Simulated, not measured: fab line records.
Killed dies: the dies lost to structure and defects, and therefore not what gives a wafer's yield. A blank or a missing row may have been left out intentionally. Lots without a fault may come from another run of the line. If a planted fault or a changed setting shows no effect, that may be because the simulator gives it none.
fab line records	flow berkeleyCmos170
[record] lots = 5	wafers = 15	lastDay = 12
route steps=331 shown PSD@186 NSD@187 BACKSIDE@199 SDANNEAL@204
lots that met no fault: taken from a fault-free run of the same line
startH: the number of hours between the record's first day and the start of the first shown wafer of the lot	waitH: hours since the lot's step before	" identical to the entry in the row above	L1.1+2: one row covering several wafers at once	- no value, or no start given	* or withheld: withheld	< > ~ a bound
route shown NAME@n: names a module that has steps shown in the file, with the first one's number in the route	usual: the fault-free wafers' mean and standard deviation	same: alike in all rows	chamber/n: place in a boat	sites: each site's reading	_std_site: the values' standard deviation	_edge_site: outer sites' mean less inner sites'	radiusMm: how far each site lies from the wafer's centre	mask NAME#n: copy n	behind: the last tool/chamber to shape the wafer	hold: why the lot was held/for how many hours/how that ended	device: the transistor (n, p or np) that didn't switch	end of line: tests of these same wafers at the route's end	a step without rows: its recipe alone	killed: count of dies lost to structure and defects at first sort (not the wafer's yield)	map: a wafer's dies, x killed, . not, _ none there
set.NAME: setting as actually run; set.NAME@STEP: the setting as run at that earlier step	model.NAME: the simulator's own value behind a step, which no gauge read
lots at selected steps of the route; one table per step, one row per wafer
services: the hour from which a tool's chamber was out of use, counted from the record's first day as startH (under 0 if before that day), plus the number of hours and why
[[steps]]
[step UCB170_PSD_CLEAN_11]
[recipe] chemistry = SPM	tempC = 120	timeS = 600
[same] timeS = 600
lot.wafer	tool	chamber	startH	waitH
L082.2+4+5	wetBench-04	0	187.73	0.0
L089.4+5+6	wetBench-02	0	219.27	0.8
L092.4+5+6	wetBench-03	2	235.59	3.5
L093.4+5+6	wetBench-02	1	244.31	0.0
L096.2+5+6	wetBench-04	1	250.37	0.0
[step UCB170_NSD_HMDS_00]
[recipe] primeTimeS = 60	primeTempC = 100
lot.wafer	tool	chamber	startH	waitH
L082.2+4+5	lithoTrack-04	0	187.93	0.0
L089.4+5+6	lithoTrack-02	0	219.52	0.1
L092.4+5+6	lithoTrack-04	0	236.02	0.3
L093.4+5+6	lithoTrack-03	0	245.44	0.9
L096.2+5+6	lithoTrack-03	0	250.57	0.0
[step UCB170_NSD_COAT_01]
[recipe] resist = KrF	spinRpm = 1500	resistThkNm = 900
lot.wafer	tool	chamber	startH	waitH
L082.2+4+5	lithoTrack-04	0	188.08	0.1
L089.4+5+6	lithoTrack-02	0	219.67	0.1
L092.4+5+6	lithoTrack-04	0	236.17	0.1
L093.4+5+6	lithoTrack-03	0	245.59	0.1
L096.2+5+6	lithoTrack-03	0	250.72	0.1
[step UCB170_NSD_SOFTBAKE_02]
[recipe] resist = KrF	tempC = 130	timeS = 60
[usual] plateTempC = 129.97/0.14
[same] timeS = 60
lot.wafer	tool	chamber	startH	waitH	plateTempC
L082.2	lithoTrack-04	0	188.23	0.1	129.86
L082.4	"	0	"	"	129.88
L082.5	"	0	"	"	129.86
L089.4	lithoTrack-02	0	219.82	0.1	129.94
L089.5	"	0	"	"	130.09
L089.6	"	0	"	"	130.05
L092.4	lithoTrack-04	0	236.32	0.1	130.07
L092.5	"	0	"	"	130.06
L092.6	"	0	"	"	129.90
L093.4	lithoTrack-03	0	245.74	0.1	130.09
L093.5	"	0	"	"	130.13
L093.6	"	0	"	"	130.19
L096.2	lithoTrack-03	0	250.87	0.1	129.69
L096.5	"	0	"	"	130.00
L096.6	"	0	"	"	129.84
[step UCB170_NSD_EXPOSE_03]
[recipe] maskId = NSELECT_MOD	na = 0.5	sigmaOuter = 0.6	sourceShape = conventional	targetCdNm = 1200	doseMj = 30
lot.wafer	tool	chamber	startH	waitH	mask
L082.2+4+5	krfScanner-02	0	188.38	0.1	NSELECT_MOD#0
L089.4+5+6	krfScanner-02	0	220.20	0.4	NSELECT_MOD#0
L092.4+5+6	krfScanner-02	0	236.45	0.1	NSELECT_MOD#0
L093.4+5+6	krfScanner-01	0	246.00	0.2	NSELECT_MOD#0
L096.2+5+6	krfScanner-01	0	251.14	0.2	NSELECT_MOD#0
[step UCB170_NSD_PEB_04]
[recipe] pebTempC = 130	pebTimeS = withheld	resist = KrF
[usual] plateTempC = 130.03/0.13
lot.wafer	tool	chamber	startH	waitH	plateTempC
L082.2	lithoTrack-04	0	188.50	0.1	130.24
L082.4	"	0	"	"	130.16
L082.5	"	0	"	"	130.16
L089.4	lithoTrack-02	0	220.52	0.3	129.99
L089.5	"	0	"	"	129.99
L089.6	"	0	"	"	130.19
L092.4	lithoTrack-03	0	236.89	0.4	130.03
L092.5	"	0	"	"	130.07
L092.6	"	0	"	"	130.22
L093.4	lithoTrack-03	0	246.44	0.4	129.89
L093.5	"	0	"	"	130.08
L093.6	"	0	"	"	130.04
L096.2	lithoTrack-03	0	251.26	0.1	130.13
L096.5	"	0	"	"	130.05
L096.6	"	0	"	"	129.92
[step UCB170_NSD_DEVELOP_05]
[recipe] developer = TMAH	developTimeS = 45	resist = KrF	devTempC = 21
[same] developTimeS = 45
lot.wafer	tool	chamber	startH	waitH
L082.2+4+5	lithoTrack-04	0	-	-
L089.4+5+6	lithoTrack-02	0	-	-
L092.4+5+6	lithoTrack-03	0	-	-
L093.4+5+6	lithoTrack-03	0	-	-
L096.2+5+6	lithoTrack-03	0	-	-
[step UCB170_NSD_CD_MEAS_06]
[recipe] targetCdNm = 1200
[usual] cdNm = 1200.4/1.1
lot.wafer	tool	chamber	startH	waitH	cdNm
L082.2	cdSem-02	-	188.77	-	1201.7
L082.4	"	-	"	"	1201.8
L082.5	"	-	"	"	1201.1
L089.4	cdSem-02	-	220.78	-	1201.3
L089.5	"	-	"	"	1201.4
L089.6	"	-	"	"	1200.7
L092.4	cdSem-01	-	237.15	-	1200.9
L092.5	"	-	"	"	1201.0
L092.6	"	-	"	"	1201.9
L093.4	cdSem-02	-	246.70	-	1200.5
L093.5	"	-	"	"	1201.7
L093.6	"	-	"	"	1199.9
L096.2	cdSem-01	-	251.53	-	1199.2
L096.5	"	-	"	"	1198.8
L096.6	"	-	"	"	1200.4
[step UCB170_NSD_OVL_MEAS_07]
[usual] NSD_OVL = 2/6.1
lot.wafer	tool	chamber	startH	waitH	NSD_OVL[nm]
L082.2	overlay-02	-	188.88	0.1	-2
L082.4	"	-	"	"	-8
L082.5	"	-	"	"	1
L089.4	overlay-02	-	220.86	0.1	-1
L089.5	"	-	"	"	1
L089.6	"	-	"	"	7
L092.4	overlay-02	-	237.23	0.1	4
L092.5	"	-	"	"	3
L092.6	"	-	"	"	-4
L093.4	overlay-02	-	246.77	0.1	4
L093.5	"	-	"	"	7
L093.6	"	-	"	"	5
L096.2	overlay-01	-	251.64	0.1	0
L096.5	"	-	"	"	-3
L096.6	"	-	"	"	1
[step UCB170_NSD_IMPLANT_08]
[recipe] species = P	doseCm2 = 3e+15	energyKev = 40	tiltDeg = 7
[usual] endStationPressureTorr = 1.26e-05/6.5e-07	faradayCurrentUA = 9252/180
lot.wafer	tool	chamber	startH	waitH	endStationPressureTorr	faradayCurrentUA
L082.2	implanter-02	0	188.93	0.0	1.12e-05	8984
L082.4	"	0	"	"	1.22e-05	9306
L082.5	"	0	"	"	1.31e-05	9169
L089.4	implanter-01	0	220.95	0.1	1.22e-05	9385
L089.5	"	0	"	"	1.36e-05	9237
L089.6	"	0	"	"	1.34e-05	9337
L092.4	implanter-01	0	237.32	0.1	1.25e-05	9046
L092.5	"	0	"	"	1.31e-05	9278
L092.6	"	0	"	"	1.22e-05	9496
L093.4	implanter-02	0	246.87	0.1	1.37e-05	9551
L093.5	"	0	"	"	1.33e-05	9061
L093.6	"	0	"	"	1.23e-05	9258
L096.2	implanter-02	0	251.69	0.0	1.28e-05	9045
L096.5	"	0	"	"	1.38e-05	9283
L096.6	"	0	"	"	1.27e-05	9331
[step UCB170_NSD_STRIP_09]
[recipe] chemistry = O2	powerW = 400	pressureMtorr = 3500	platenTempC = withheld	o2FlowSccm = 400	overashFraction = 0.5
[usual] drypumpMotorCurrentA = 5.9/0.35	o2FlowSccm = 400.1/1.2	oesProductAu = 0.534/0.0048	stripTimeToEndpointS = 35.84/0.079
lot.wafer	tool	chamber	startH	waitH	drypumpMotorCurrentA	o2FlowSccm	oesProductAu	rfHoursCounterH	stripTimeToEndpointS
L082.2	plasmaAsher-03	1	189.06	0.1	5.5	398.4	0.531	6	35.84
L082.4	"	1	"	"	5.5	399.8	0.538	-	35.82
L082.5	"	1	"	"	5.5	400.3	0.531	-	35.84
L089.4	plasmaAsher-03	0	221.06	0.1	6.3	401.9	0.528	-	35.75
L089.5	"	1	"	"	5.5	398.6	0.531	-	35.77
L089.6	"	0	"	"	6.3	399.7	0.535	-	35.79
L092.4	plasmaAsher-02	1	237.43	0.1	5.4	399.9	0.532	-	35.86
L092.5	"	0	"	"	5.8	400.4	0.541	-	35.79
L092.6	"	1	"	"	5.4	399.3	0.534	-	35.92
L093.4	plasmaAsher-01	1	246.98	0.1	6.3	401.6	0.535	-	35.85
L093.5	"	0	"	"	6.1	401.6	0.535	-	35.83
L093.6	"	1	"	"	6.3	401.3	0.535	-	35.82
L096.2	plasmaAsher-03	0	251.82	0.1	6.3	399.5	0.535	13	35.69
L096.5	"	0	"	"	6.3	398.7	0.534	-	35.74
L096.6	"	1	"	"	5.5	399.0	0.543	-	35.74
[step UCB170_NSD_TW_MEAS_10]
[usual] NSD_TW = 4183/31
lot.wafer	tool	chamber	startH	waitH	NSD_TW
L082.2	filmMetro-02	-	189.17	0.1	4143
L082.4	"	-	"	"	4167
L082.5	"	-	"	"	4156
L089.4	filmMetro-02	-	221.16	0.1	4146
L089.5	"	-	"	"	4159
L089.6	"	-	"	"	4141
L092.4	filmMetro-02	-	237.53	0.1	4152
L092.5	"	-	"	"	4142
L092.6	"	-	"	"	4123
L093.4	filmMetro-01	-	247.07	0.1	4229
L093.5	"	-	"	"	4220
L093.6	"	-	"	"	4249
L096.2	filmMetro-01	-	251.93	0.1	4224
L096.5	"	-	"	"	4231
L096.6	"	-	"	"	4225
[step UCB170_NSD_CLEAN_11]
[recipe] chemistry = SPM	tempC = 120	timeS = 600
[same] timeS = 600
lot.wafer	tool	chamber	startH	waitH
L082.2+4+5	wetBench-01	3	189.39	0.2
L089.4+5+6	wetBench-04	2	221.24	0.1
L092.4+5+6	wetBench-01	1	237.56	0.0
L093.4+5+6	wetBench-02	1	247.10	0.0
L096.2+5+6	wetBench-01	0	252.13	0.2
[step UCB170_BACKSIDE_HMDS_00]
[recipe] primeTimeS = 60	primeTempC = 100
lot.wafer	tool	chamber	startH	waitH
L082.2+4+5	lithoTrack-03	0	189.61	0.0
L089.4+5+6	lithoTrack-03	0	221.87	0.5
L092.4+5+6	lithoTrack-01	0	238.08	0.3
L093.4+5+6	lithoTrack-01	0	247.74	0.4
L096.2+5+6	lithoTrack-04	0	252.33	0.0
[step UCB170_BACKSIDE_COAT_01]
[recipe] resist = KrF	spinRpm = 1500	resistThkNm = 900
lot.wafer	tool	chamber	startH	waitH
L082.2+4+5	lithoTrack-03	0	189.76	0.1
L089.4+5+6	lithoTrack-03	0	222.02	0.1
L092.4+5+6	lithoTrack-01	0	238.23	0.1
L093.4+5+6	lithoTrack-01	0	247.89	0.1
L096.2+5+6	lithoTrack-04	0	252.48	0.1
[step UCB170_BACKSIDE_SOFTBAKE_02]
[recipe] resist = KrF	tempC = 130	timeS = 60
[usual] plateTempC = 130.01/0.15
[same] timeS = 60
lot.wafer	tool	chamber	startH	waitH	plateTempC
L082.2	lithoTrack-03	0	189.91	0.1	129.96
L082.4	"	0	"	"	129.99
L082.5	"	0	"	"	130.06
L089.4	lithoTrack-03	0	222.17	0.1	130.05
L089.5	"	0	"	"	130.04
L089.6	"	0	"	"	130.06
L092.4	lithoTrack-01	0	238.38	0.1	130.14
L092.5	"	0	"	"	129.97
L092.6	"	0	"	"	130.30
L093.4	lithoTrack-01	0	248.04	0.1	129.89
L093.5	"	0	"	"	129.89
L093.6	"	0	"	"	129.92
L096.2	lithoTrack-04	0	252.63	0.1	129.91
L096.5	"	0	"	"	130.14
L096.6	"	0	"	"	129.99
[step UCB170_BACKSIDE_STRIP_03]
[recipe] chemistry = O2	powerW = 400	pressureMtorr = 3500	platenTempC = withheld	o2FlowSccm = 400	overashFraction = 0.5
[usual] drypumpMotorCurrentA = 5.9/0.43	o2FlowSccm = 399.9/1.2	oesProductAu = 0.734/0.0046	stripTimeToEndpointS = 21.99/0.057
lot.wafer	tool	chamber	startH	waitH	drypumpMotorCurrentA	o2FlowSccm	oesProductAu	rfHoursCounterH	stripTimeToEndpointS
L082.2	plasmaAsher-04	0	190.03	0.1	5.3	398.7	0.731	51	22.06
L082.4	"	1	"	"	6.5	400.6	0.733	-	22.06
L082.5	"	1	"	"	6.5	400.3	0.733	-	22.05
L089.4	plasmaAsher-04	0	222.28	0.1	5.3	399.7	0.729	-	22.00
L089.5	"	0	"	"	5.3	400.0	0.742	-	22.04
L089.6	"	1	"	"	6.4	402.1	0.740	-	22.03
L092.4	plasmaAsher-02	1	238.48	0.1	5.4	399.4	0.737	-	22.03
L092.5	"	1	"	"	5.4	399.0	0.735	-	22.06
L092.6	"	0	"	"	5.8	399.4	0.741	-	22.01
L093.4	plasmaAsher-01	1	248.15	0.1	6.3	400.0	0.743	-	21.93
L093.5	"	0	"	"	6.1	400.3	0.733	-	21.93
L093.6	"	1	"	"	6.3	400.2	0.733	-	21.90
L096.2	plasmaAsher-01	0	252.75	0.1	6.2	398.3	0.731	57	22.08
L096.5	"	0	"	"	6.1	398.1	0.729	-	22.04
L096.6	"	1	"	"	6.3	400.5	0.739	-	22.06
[step UCB170_BACKSIDE_CLEAN_04]
[recipe] chemistry = SPM	tempC = 120	timeS = 600
[same] timeS = 600
lot.wafer	tool	chamber	startH	waitH
L082.2+4+5	wetBench-01	0	190.15	0.1
L089.4+5+6	wetBench-03	0	222.35	0.0
L092.4+5+6	wetBench-01	1	238.60	0.1
L093.4+5+6	wetBench-02	1	248.22	0.0
L096.2+5+6	wetBench-01	1	252.85	0.1
[step UCB170_SDANNEAL_RTA_00]
[recipe] tempC = 900	timeS = 10	ambient = N2
[usual] lampPowerPct = 26.3/0.77	wafer_temp_C_max = 902.4/0.58
[same] timeS = 10
lot.wafer	tool	chamber	startH	waitH	lampPowerPct	wafer_temp_C_max
L082.2	rtpAnneal-02	0	190.35	0.0	27.2	902.0
L082.4	"	0	"	"	27.2	902.0
L082.5	"	0	"	"	27.3	901.2
L089.4	rtpAnneal-02	0	222.55	0.0	27.2	902.4
L089.5	"	0	"	"	27.2	902.3
L089.6	"	0	"	"	27.2	902.4
L092.4	rtpAnneal-01	0	238.81	0.0	25.7	902.7
L092.5	"	0	"	"	25.7	902.1
L092.6	"	0	"	"	25.7	903.0
L093.4	rtpAnneal-02	0	248.44	0.0	27.2	902.9
L093.5	"	0	"	"	27.2	902.2
L093.6	"	0	"	"	27.3	902.6
L096.2	rtpAnneal-01	0	253.04	0.0	25.7	902.6
L096.5	"	0	"	"	25.7	902.6
L096.6	"	0	"	"	25.7	902.2
[[services]]
tool	chamber	startH	hours	kind
krfScanner-02	-	169.68	0.8	pm
krfScanner-01	-	171.29	1.3	pm
krfScanner-02	-	172.59	1.3	pm
implanter-01	-	175.71	2.7	pm
krfScanner-01	-	180.08	0.2	repair
krfScanner-01	-	186.65	0.7	repair
krfScanner-02	-	187.32	1.0	pm
krfScanner-02	-	199.03	0.3	repair
krfScanner-01	-	219.16	5.1	repair
krfScanner-01	-	224.02	0.3	repair
plasmaAsher-03	-	224.22	1.3	repair
krfScanner-02	-	228.71	1.7	repair
wetBench-04	-	233.88	2.7	repair
plasmaAsher-02	-	234.05	2.1	repair
wetBench-02	-	235.38	3.4	repair
plasmaAsher-03	-	237.70	1.5	repair
[[key]]
fault none
